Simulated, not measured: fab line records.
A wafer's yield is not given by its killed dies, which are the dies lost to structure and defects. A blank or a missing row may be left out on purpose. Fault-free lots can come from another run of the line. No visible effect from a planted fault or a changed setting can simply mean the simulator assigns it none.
fab line records | flow rit-cmos
record: lots: 7 | wafers: 21 | last-day: 5
route steps=202 shown M1@188
lots that met no fault: taken from a fault-free run of the same line
start-h: hours from the record's opening day to when the first of the lot's shown wafers began | wait-h: hours from the lot's prior step to this one | " same as the row above | L1.1+2: a single row standing in for several wafers | - either no value or no given start | * or withheld: withheld | < > ~ a bound
route shown NAME@n: names a module that has steps shown in the file, with the first one's number in the route | usual: the fault-free wafers' mean and standard deviation | same: alike in all rows | chamber/n: place in a boat | sites: the reading at each site | _std_site: the values' standard deviation | _edge_site: the outer-site mean with the inner-site mean subtracted | radius-mm: for every site, how far away it sits from the centre of the wafer | mask NAME#n: copy n | behind: the last tool/chamber to shape the wafer | hold: what put the lot on hold/how long, in hours/how the hold closed | device: names the non-switching transistor (n, p or np) | end of line: tests run on the same wafers once the route is complete | step lacking rows: just its recipe | killed: at the first sort, the dies lost to defects and structure; wafer yield is something else | map: per-die view of a wafer (x killed, . not killed, _ where there is no die)
set.NAME: the run value of the setting; set.NAME@STEP: its run value at that earlier step | model.NAME: the simulator's own value behind a step, which no gauge read
lots at some steps of the route; a table a step, a row a wafer
services: a tool's chamber out of use, with start hour (start-h, from the record's first day; less than 0 if before it), hours out, and reason
== steps ==
step: RIT_M1_COAT_04
recipe: resist: NOVOLAK | spin-rpm: 2000 | resist-thk-nm: 1300
step: RIT_M1_SOFTBAKE_05
recipe: resist: NOVOLAK | temp-c: 90 | time-s: 60
step: RIT_M1_EXPOSE_06
recipe: mask-id: M12 | na: 0.6 | source-shape: conventional | sigma-outer: 0.5 | target-cd-nm: 2600 | dose-mj: 250
step: RIT_M1_PEB_07
recipe: resist: NOVOLAK | temp-c: withheld | time-s: withheld
step: RIT_M1_DEVELOP_08
recipe: resist: NOVOLAK | develop-time-s: 68 | dev-temp-c: 23
step: RIT_M1_CD_MEAS_09
recipe: target-cd-nm: 2600
usual: cd-nm: 2600.6/1.8
lot.wafer | tool      | chamber | start-h | wait-h | cd-nm
L882.1    | cd-sem-01 | -       | 63.38   | -      | 2600.0
L882.2    | "         | -       | "       | "      | 2600.5
L882.4    | "         | -       | "       | "      | 2598.5
L883.3    | cd-sem-01 | -       | 68.18   | -      | 2600.4
L883.5    | "         | -       | "       | "      | 2600.6
L883.6    | "         | -       | "       | "      | 2598.4
L884.1    | cd-sem-01 | -       | 71.66   | -      | 2600.9
L884.4    | "         | -       | "       | "      | 2601.3
L884.5    | "         | -       | "       | "      | 2600.1
L890.1    | cd-sem-01 | -       | 99.51   | -      | 2601.9
L890.3    | "         | -       | "       | "      | 2601.8
L890.6    | "         | -       | "       | "      | 2602.9
L891.2    | cd-sem-01 | -       | 112.69  | -      | 2602.1
L891.4    | "         | -       | "       | "      | 2600.8
L891.5    | "         | -       | "       | "      | 2600.1
L892.1    | cd-sem-01 | -       | 112.99  | -      | 2598.5
L892.2    | "         | -       | "       | "      | 2597.1
L892.4    | "         | -       | "       | "      | 2599.2
L893.2    | cd-sem-01 | -       | 116.57  | -      | 2605.3
L893.5    | "         | -       | "       | "      | 2604.6
L893.6    | "         | -       | "       | "      | 2605.6
step: RIT_M1_OVL_MEAS_10
usual: M1_OVL: -0.5/1.5
lot.wafer | tool       | chamber | start-h | wait-h | M1_OVL[nm]
L882.1    | overlay-01 | -       | 63.50   | 0.1    | -0.9
L882.2    | "          | -       | "       | "      | 1.7
L882.4    | "          | -       | "       | "      | -1.7
L883.3    | overlay-02 | -       | 68.27   | 0.1    | -0.1
L883.5    | "          | -       | "       | "      | 0.7
L883.6    | "          | -       | "       | "      | -0.3
L884.1    | overlay-02 | -       | 71.78   | 0.1    | 0.9
L884.4    | "          | -       | "       | "      | -0.2
L884.5    | "          | -       | "       | "      | 0.8
L890.1    | overlay-02 | -       | 99.63   | 0.1    | 1.7
L890.3    | "          | -       | "       | "      | 1.4
L890.6    | "          | -       | "       | "      | 2.3
L891.2    | overlay-02 | -       | 112.80  | 0.1    | -2.1
L891.4    | "          | -       | "       | "      | -1.9
L891.5    | "          | -       | "       | "      | -1.8
L892.1    | overlay-02 | -       | 113.11  | 0.1    | -2.8
L892.2    | "          | -       | "       | "      | -3.0
L892.4    | "          | -       | "       | "      | -1.1
L893.2    | overlay-01 | -       | 116.68  | 0.1    | -0.6
L893.5    | "          | -       | "       | "      | -1.3
L893.6    | "          | -       | "       | "      | -1.6
step: RIT_M1_HARDBAKE_11
recipe: resist: NOVOLAK | temp-c: 140 | time-s: 120
step: RIT_M1_METAL_ETCH_12
recipe: stop-on: SiO2 | chemistry: Cl2/BCl3 | target: Al | time-s: 165 | over-etch-frac: 0.5 | pressure-mtorr: 100 | target-depth-a: 6000 | rf-w: 250 | Cl2_flow_sccm: 60 | bcl3-flow-sccm: 50
usual: drypump-motor-current-A: 5.8/0.37 | oes-product-au: 0.753/0.0079 | rf-fwd-power-W: 248.8/0.77 | throttle-valve-pct: 8.32/0.037
lot.wafer | tool         | chamber | start-h | wait-h | drypump-motor-current-A | oes-product-au | rf-fwd-power-W | rf-hours-counter-h | throttle-valve-pct
L882.1    | rie-metal-02 | 1       | 63.89   | 0.2    | 6.2                     | 0.746          | 248.6          | 1                  | 8.36
L882.2    | "            | 0       | "       | "      | 5.8                     | 0.754          | 248.3          | 1                  | 8.27
L882.4    | "            | 0       | "       | "      | 5.8                     | 0.748          | 247.7          | -                  | 8.27
L883.3    | rie-metal-01 | 0       | 68.60   | 0.2    | 5.8                     | 0.749          | 249.9          | -                  | 8.35
L883.5    | "            | 0       | "       | "      | 5.8                     | 0.750          | 249.5          | -                  | 8.34
L883.6    | "            | 1       | "       | "      | 6.2                     | 0.755          | 248.8          | -                  | 8.32
L884.1    | rie-metal-03 | 0       | 72.07   | 0.2    | 5.3                     | 0.766          | 249.3          | 36                 | 8.33
L884.4    | "            | 0       | "       | "      | 5.3                     | 0.767          | 249.3          | -                  | 8.33
L884.5    | "            | 1       | "       | "      | 5.2                     | 0.745          | 249.7          | -                  | 8.29
L890.1    | rie-metal-03 | 0       | 99.92   | 0.2    | 5.3                     | 0.756          | 249.0          | 37                 | 8.34
L890.3    | "            | 1       | "       | "      | 5.2                     | 0.737          | 248.1          | -                  | 8.28
L890.6    | "            | 1       | "       | "      | 5.2                     | 0.744          | 248.7          | -                  | 8.29
L891.2    | rie-metal-02 | 1       | 113.13  | 0.2    | 6.2                     | 0.754          | 247.9          | 1                  | 8.36
L891.4    | "            | 0       | "       | "      | 5.8                     | 0.752          | 248.3          | -                  | 8.25
L891.5    | "            | 1       | "       | "      | 6.2                     | 0.751          | 248.3          | -                  | 8.35
L892.1    | rie-metal-01 | 1       | 113.52  | 0.2    | 6.1                     | 0.757          | 250.4          | 5                  | 8.33
L892.2    | "            | 0       | "       | "      | 5.8                     | 0.752          | 249.4          | 5                  | 8.33
L892.4    | "            | 1       | "       | "      | 6.1                     | 0.753          | 248.3          | -                  | 8.31
L893.2    | rie-metal-03 | 1       | 117.07  | 0.2    | 5.2                     | 0.744          | 248.0          | 35                 | 8.28
L893.5    | "            | 0       | "       | "      | 5.3                     | 0.750          | 248.9          | -                  | 8.35
L893.6    | "            | 1       | "       | "      | 5.2                     | 0.758          | 248.0          | -                  | 8.29
step: RIT_M1_STRIP_13
recipe: chemistry: nmp | resist: NOVOLAK | temp-c: 80 | time-s: 600 | dry: n2-spin
step: RIT_M1_STRIP_14
recipe: chemistry: O2 | time-s: 180 | platen-temp-c: withheld | power-w: 500 | pressure-mtorr: 4000 | o2-flow-sccm: 4000
usual: drypump-motor-current-A: 6.0/0.37
lot.wafer | tool            | chamber | start-h | wait-h | drypump-motor-current-A | rf-hours-counter-h
L882.1    | plasma-asher-01 | 1       | 64.23   | 0.0    | 6.3                     | 42
L882.2    | "               | 0       | "       | "      | 5.7                     | 42
L882.4    | "               | 1       | "       | "      | 6.3                     | -
L883.3    | plasma-asher-02 | 1       | 68.94   | 0.1    | 6.2                     | -
L883.5    | "               | 0       | "       | "      | 6.3                     | -
L883.6    | "               | 1       | "       | "      | 6.3                     | -
L884.1    | plasma-asher-04 | 0       | 72.41   | 0.0    | 5.8                     | 28
L884.4    | "               | 0       | "       | "      | 5.8                     | -
L884.5    | "               | 0       | "       | "      | 5.8                     | -
L890.1    | plasma-asher-04 | 1       | 100.26  | 0.0    | 5.4                     | 32
L890.3    | "               | 1       | "       | "      | 5.4                     | -
L890.6    | "               | 1       | "       | "      | 5.4                     | -
L891.2    | plasma-asher-01 | 0       | 113.47  | 0.0    | 5.7                     | 45
L891.4    | "               | 1       | "       | "      | 6.3                     | -
L891.5    | "               | 0       | "       | "      | 5.7                     | -
L892.1    | plasma-asher-04 | 0       | 113.87  | 0.0    | 5.8                     | 33
L892.2    | "               | 1       | "       | "      | 5.4                     | 33
L892.4    | "               | 1       | "       | "      | 5.4                     | -
L893.2    | plasma-asher-01 | 1       | 117.43  | 0.0    | 6.3                     | 46
L893.5    | "               | 1       | "       | "      | 6.3                     | -
L893.6    | "               | 0       | "       | "      | 5.6                     | -
step: RIT_M1_CD_MEAS_90
recipe: target-cd-nm: 2600
usual: cd-nm: 2600/3.1
lot.wafer | tool      | chamber | start-h | wait-h | cd-nm
L882.1    | cd-sem-02 | -       | 64.40   | 0.1    | 2602
L882.2    | "         | -       | "       | "      | 2600
L882.4    | "         | -       | "       | "      | 2598
L883.3    | cd-sem-01 | -       | 69.10   | 0.1    | 2598
L883.5    | "         | -       | "       | "      | 2597
L883.6    | "         | -       | "       | "      | 2598
L884.1    | cd-sem-02 | -       | 72.58   | 0.1    | 2603
L884.4    | "         | -       | "       | "      | 2603
L884.5    | "         | -       | "       | "      | 2603
L890.1    | cd-sem-02 | -       | 100.43  | 0.1    | 2604
L890.3    | "         | -       | "       | "      | 2605
L890.6    | "         | -       | "       | "      | 2606
L891.2    | cd-sem-02 | -       | 113.66  | 0.1    | 2604
L891.4    | "         | -       | "       | "      | 2600
L891.5    | "         | -       | "       | "      | 2602
L892.1    | cd-sem-01 | -       | 114.04  | 0.1    | 2597
L892.2    | "         | -       | "       | "      | 2595
L892.4    | "         | -       | "       | "      | 2597
L893.2    | cd-sem-01 | -       | 117.62  | 0.1    | 2607
L893.5    | "         | -       | "       | "      | 2604
L893.6    | "         | -       | "       | "      | 2608
step: RIT_M1_ANNEAL_15
recipe: temp-c: 450 | time-s: 1839 | ambient: forming_gas_H2N2
usual: spike-tc-centre-C: 453.2/1 | spike-tc-load-C: 468.7/0.97 | spike-tc-source-C: 465.5/1.1 | tube-center-temp-C: 450.01/0.041 | tube_center_temp_C_max: 451.13/0.18
lot.wafer | tool       | chamber | start-h | wait-h | spike-tc-centre-C | spike-tc-load-C | spike-tc-source-C | tube-center-temp-C | tube_center_temp_C_max
L882.1    | furnace-02 | 0       | 64.52   | 0.1    | 452.6             | 467.1           | 465.2             | 450.02             | 450.98
L882.2    | "          | 0       | "       | "      | 453.5             | 468.1           | 467.5             | 449.98             | 451.12
L882.4    | "          | 0       | "       | "      | 453.2             | 470.2           | 464.2             | 449.96             | 451.11
L883.3    | furnace-02 | 0       | 69.18   | 0.1    | 452.3             | 467.4           | 465.6             | 449.99             | 451.04
L883.5    | "          | 0       | "       | "      | 454.4             | 469.6           | 464.8             | 449.97             | 450.90
L883.6    | "          | 0       | "       | "      | 452.0             | 468.8           | 465.9             | 450.01             | 450.89
L884.1    | furnace-02 | 0       | 72.70   | 0.1    | 453.8             | 468.6           | 465.3             | 450.02             | 450.97
L884.4    | "          | 0       | "       | "      | 454.5             | 469.0           | 467.6             | 450.01             | 451.64
L884.5    | "          | 0       | "       | "      | 452.7             | 470.2           | 465.4             | 449.98             | 451.09
L890.1    | furnace-02 | 0       | 100.55  | 0.1    | 453.0             | 470.1           | 466.9             | 450.04             | 451.14
L890.3    | "          | 0       | "       | "      | 452.3             | 468.7           | 465.9             | 450                | 451.15
L890.6    | "          | 0       | "       | "      | 453.9             | 468.8           | 465.1             | 449.97             | 450.96
L891.2    | furnace-02 | 0       | 113.76  | 0.1    | 458.7             | 473.4           | 470.4             | 454.99             | 455.92
L891.4    | "          | 0       | "       | "      | 455.5             | 474.8           | 471.6             | 455.07             | 456.15
L891.5    | "          | 0       | "       | "      | 458.5             | 472.3           | 472.1             | 455.08             | 456.09
L892.1    | furnace-02 | 0       | 115.26  | 1.2    | 459.4             | 474.3           | 470.0             | 455.06             | 456.05
L892.2    | "          | 0       | "       | "      | 458.0             | 473.5           | 471.2             | 455.09             | 456.09
L892.4    | "          | 0       | "       | "      | 457.5             | 474.5           | 470.0             | 455.12             | 456.22
L893.2    | furnace-02 | 0       | 117.72  | 0.1    | 457.8             | 473.7           | 470.7             | 455.05             | 456.38
L893.5    | "          | 0       | "       | "      | 458.1             | 473.7           | 469.6             | 455.04             | 456.24
L893.6    | "          | 0       | "       | "      | 457.5             | 472.8           | 471.6             | 455.06             | 455.78
step: RIT_M1_BOW_MEAS_16
recipe: mode: bow
usual: M1_BOW: 18/7.4
lot.wafer | tool          | chamber | start-h | wait-h | M1_BOW[um]
L882.1    | film-metro-02 | -       | 66.02   | 0.0    | 29
L882.2    | "             | -       | "       | "      | 26
L882.4    | "             | -       | "       | "      | 16
L883.3    | film-metro-03 | -       | 70.72   | 0.0    | -6
L883.5    | "             | -       | "       | "      | 15
L883.6    | "             | -       | "       | "      | 21
L884.1    | film-metro-01 | -       | 74.20   | 0.0    | 32
L884.4    | "             | -       | "       | "      | 26
L884.5    | "             | -       | "       | "      | 22
L890.1    | film-metro-02 | -       | 102.05  | 0.0    | 22
L890.3    | "             | -       | "       | "      | 21
L890.6    | "             | -       | "       | "      | 16
L891.2    | film-metro-03 | -       | 115.28  | 0.0    | 20
L891.4    | "             | -       | "       | "      | 8
L891.5    | "             | -       | "       | "      | 12
L892.1    | film-metro-02 | -       | 116.76  | 0.0    | 6
L892.2    | "             | -       | "       | "      | 7
L892.4    | "             | -       | "       | "      | 13
L893.2    | film-metro-02 | -       | 119.24  | 0.0    | 17
L893.5    | "             | -       | "       | "      | 15
L893.6    | "             | -       | "       | "      | 19
step: RIT_M1_PROBE_99
usual: defect-limited-yield: 97.4/1.1 | killed-at-front-end: 6.8/2.9 | killed-dies: 6.9/2.9 | killed-open: 3.3/1.9 | killed-short: 3.6/1.9 | sort_bin_3_pad_short: 0.1/0.23 | sort_bin_5_function: 1.5/0.78 | sort_bin_6_memory: 1.0/0.64 | sort-n-pass: 257.1/2.9 | sort-yield-pct: 97.4/1.1
same: gross-dies: 264 | killed_at_M0_to_M3: 0 | killed_at_M4_up: 0 | killed-at-back-side: 0 | killed-at-contacts: 0 | killed-at-other: 0
lot.wafer | tool      | chamber | start-h | wait-h | defect-limited-yield[%] | killed-at-front-end | killed-dies | killed-open | killed-short | sort_bin_3_pad_short[%] | sort_bin_5_function[%] | sort_bin_6_memory[%] | sort-n-pass | sort-yield-pct[%] | model.etest.nmos_0p15.junction-log10-a-um | model.etest.nmos-narrow.off-log10-a-um
L882.1    | prober-02 | -       | 66.14   | 0.1    | 97.7                    | 6                   | 6           | 2           | 4            | 1.1                     | 0.4                    | 0.8                  | 258.0       | 97.7              | -13.45                                    | -13.15
L882.2    | prober-02 | -       | 66.19   | 0.1    | 96.6                    | 9                   | 9           | 5           | 4            | 0.8                     | 0.8                    | 1.9                  | 255.0       | 96.6              | -13.68                                    | -13.2
L882.4    | prober-02 | -       | 66.29   | 0.2    | 97.3                    | 7                   | 7           | 3           | 4            | 0.4                     | 1.5                    | 0.8                  | 257.0       | 97.3              | -13.37                                    | -13.13
L883.3    | prober-01 | -       | 70.90   | 0.2    | 98.1                    | 5                   | 5           | 2           | 3            | 0                       | 1.1                    | 0.8                  | 259.0       | 98.1              | -13.51                                    | -13.28
L883.5    | prober-01 | -       | 71.00   | 0.2    | 97.0                    | 8                   | 8           | 3           | 5            | 0.4                     | 1.5                    | 1.1                  | 256.0       | 97.0              | -13.49                                    | -13.32
L883.6    | prober-01 | -       | 71.05   | 0.2    | 96.2                    | 10                  | 10          | 3           | 7            | 0.4                     | 3.0                    | 0.4                  | 254.0       | 96.2              | -13.49                                    | -13.11
L884.1    | prober-02 | -       | 74.32   | 0.1    | 96.6                    | 9                   | 9           | 6           | 3            | 0                       | 1.5                    | 1.9                  | 255.0       | 96.6              | -13.61                                    | -13.29
L884.4    | prober-02 | -       | 74.47   | 0.2    | 97.3                    | 7                   | 7           | 3           | 4            | 0                       | 1.1                    | 1.5                  | 257.0       | 97.3              | -13.71                                    | -13.17
L884.5    | prober-02 | -       | 74.52   | 0.2    | 97.7                    | 6                   | 6           | 3           | 3            | 0                       | 1.9                    | 0.4                  | 258.0       | 97.7              | -13.71                                    | -13.15
L890.1    | prober-02 | -       | 102.17  | 0.1    | 97.3                    | 7                   | 7           | 2           | 5            | 0                       | 1.1                    | 1.5                  | 257.0       | 97.3              | -13.51                                    | -13.14
L890.3    | prober-02 | -       | 102.27  | 0.2    | 98.1                    | 5                   | 5           | 2           | 3            | 0.4                     | 0.8                    | 0.8                  | 259.0       | 98.1              | -13.62                                    | -13.16
L890.6    | prober-02 | -       | 102.42  | 0.2    | 98.1                    | 5                   | 5           | 1           | 4            | 0                       | 1.1                    | 0.8                  | 259.0       | 98.1              | -13.45                                    | -13.24
L891.2    | prober-01 | -       | 115.43  | 0.1    | 99.2                    | 2                   | 2           | 1           | 1            | 0                       | 0                      | 0.8                  | 262.0       | 99.2              | -13.43                                    | -13.07
L891.4    | prober-01 | -       | 115.53  | 0.2    | 97.7                    | 6                   | 6           | 4           | 2            | 0                       | 1.1                    | 1.1                  | 258.0       | 97.7              | -13.47                                    | -13.03
L891.5    | prober-01 | -       | 115.58  | 0.2    | 98.9                    | 3                   | 3           | 1           | 2            | 0                       | 1.1                    | 0                    | 261.0       | 98.9              | -13.26                                    | -13.01
L892.1    | prober-02 | -       | 116.88  | 0.1    | 97.7                    | 6                   | 6           | 2           | 4            | 0                       | 1.9                    | 0.4                  | 258.0       | 97.7              | -13.31                                    | -13.09
L892.2    | prober-02 | -       | 116.93  | 0.1    | 97.3                    | 7                   | 7           | 2           | 5            | 0                       | 1.9                    | 0.8                  | 257.0       | 97.3              | -13.28                                    | -13.11
L892.4    | prober-02 | -       | 117.03  | 0.2    | 96.6                    | 9                   | 9           | 4           | 5            | 0.4                     | 1.9                    | 1.1                  | 255.0       | 96.6              | -13.55                                    | -13.11
L893.2    | prober-01 | -       | 119.39  | 0.1    | 98.9                    | 3                   | 3           | 1           | 2            | 0                       | 0.4                    | 0.8                  | 261.0       | 98.9              | -13.39                                    | -13.06
L893.5    | prober-01 | -       | 119.54  | 0.2    | 98.5                    | 4                   | 4           | 1           | 3            | 0.4                     | 0.8                    | 0.4                  | 260.0       | 98.5              | -13.39                                    | -13.1
L893.6    | prober-01 | -       | 119.59  | 0.2    | 98.5                    | 4                   | 4           | 2           | 2            | 0                       | 0.8                    | 0.8                  | 260.0       | 98.5              | -13.47                                    | -13.3
killed by level:class
L882.1 FOX2:geometric-particle:short=2 SPACER:geometric-particle:short=2 FOX2:geometric-particle:open=1 GATE:geometric-particle:open=1
L882.2 FOX2:geometric-particle:short=2 ACTIVE:geometric-particle:open=1 FOX1:geometric-particle:open=1 FOX1:geometric-particle:short=1 SPACER:geometric-particle:open=1 FOX2:geometric-particle:open=1 GATE:geometric-particle:short=1 GATE:geometric-particle:open=1
L882.4 GATE:geometric-particle:short=2 FOX1:geometric-particle:short=1 FOX1:geometric-particle:open=1 FOX2:geometric-particle:short=1 GATE:geometric-particle:open=1 SILICIDE:geometric-particle:open=1
L883.3 GATE:geometric-particle:short=2 FOX2:geometric-particle:open=1 GATE:geometric-particle:open=1 SPACER:geometric-particle:short=1
L883.5 GATE:geometric-particle:short=2 REOX:geometric-particle:short=2 FOX1:geometric-particle:open=1 FOX1:geometric-particle:short=1 FOX2:geometric-particle:open=1 GATE:geometric-particle:open=1
L883.6 GATE:geometric-particle:short=3 FOX2:geometric-particle:open=2 FOX1:geometric-particle:short=1 FOX2:geometric-particle:short=1 REOX:geometric-particle:short=1 SPACER:geometric-particle:open=1 SILICIDE:geometric-particle:short=1
L884.1 FOX2:geometric-particle:open=3 GATE:geometric-particle:short=2 REOX:geometric-particle:open=2 GATE:geometric-particle:open=1 SPACER:geometric-particle:short=1
L884.4 GATE:geometric-particle:open=3 GATE:geometric-particle:short=2 REOX:geometric-particle:short=2
L884.5 GATE:geometric-particle:short=3 GATE:geometric-particle:open=2 FOX2:geometric-particle:open=1
L890.1 GATE:geometric-particle:short=3 REOX:geometric-particle:short=2 FOX2:geometric-particle:open=1 REOX:geometric-particle:open=1
L890.3 FOX1:geometric-particle:open=1 FOX1:geometric-particle:short=1 GATE:geometric-particle:short=1 REOX:geometric-particle:open=1 SILICIDE:geometric-particle:short=1
L890.6 GATE:geometric-particle:short=3 GATE:geometric-particle:open=1 SPACER:geometric-particle:short=1
L891.2 FOX2:geometric-particle:open=1 SPACER:geometric-particle:short=1
L891.4 GATE:geometric-particle:open=3 FOX1:geometric-particle:short=1 GATE:geometric-particle:short=1 SILICIDE:geometric-particle:open=1
L891.5 SPACER:geometric-particle:short=1 SILICIDE:geometric-particle:open=1 SILICIDE:geometric-particle:short=1
L892.1 GATE:geometric-particle:short=3 GATE:geometric-particle:open=2 FOX1:geometric-particle:short=1
L892.2 GATE:geometric-particle:short=2 FOX1:geometric-particle:short=1 FOX2:geometric-particle:short=1 FOX2:geometric-particle:open=1 SPACER:geometric-particle:open=1 SILICIDE:geometric-particle:short=1
L892.4 FOX1:geometric-particle:open=2 REOX:geometric-particle:short=2 FOX2:geometric-particle:open=1 FOX2:geometric-particle:short=1 GATE:geometric-particle:open=1 GATE:geometric-particle:short=1 SPACER:geometric-particle:short=1
L893.2 FOX2:geometric-particle:short=1 GATE:geometric-particle:short=1 SPACER:geometric-particle:open=1
L893.5 GATE:geometric-particle:short=2 FOX1:geometric-particle:open=1 REOX:geometric-particle:short=1
L893.6 GATE:geometric-particle:open=1 GATE:geometric-particle:short=1 SPACER:geometric-particle:short=1 SILICIDE:geometric-particle:open=1
== services ==
tool            | chamber | start-h | hours | kind
plasma-asher-01 | -       | 48.61   | 8.9   | repair
plasma-asher-01 | -       | 74.01   | 19.3  | repair
plasma-asher-02 | -       | 108.75  | 9.0   | pm
plasma-asher-02 | 0       | 108.75  | 9.0   | vent-cycle
plasma-asher-02 | 1       | 108.75  | 9.0   | vent-cycle
== key ==
first-sign: step: RIT_M1_ANNEAL_15 | reading: tube-center-temp-C | direction: up | sigmas: 99+ | usual: * | struck: *
effect: step: RIT_M1_ANNEAL_15 | reading: tube_center_temp_C_max | direction: up | sigmas: 27 | usual: * | struck: *
model-effect: step: RIT_M1_PROBE_99 | value: etest.nmos_0p15.junction-log10-a-um | without: -13.58 | struck: -13.39
met-at RIT_M1_ANNEAL_15
struck-wafers L891.2,L891.4,L891.5,L892.1,L892.2,L892.4,L893.2,L893.5,L893.6
fault: kind: process-parameter-drift | tool: furnace-02 | chamber: - | onset-h: 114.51 | steps: RIT_M1_ANNEAL_15 | channel: temp-c | offset: * | shape: step | end-h: 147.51 | stated: *
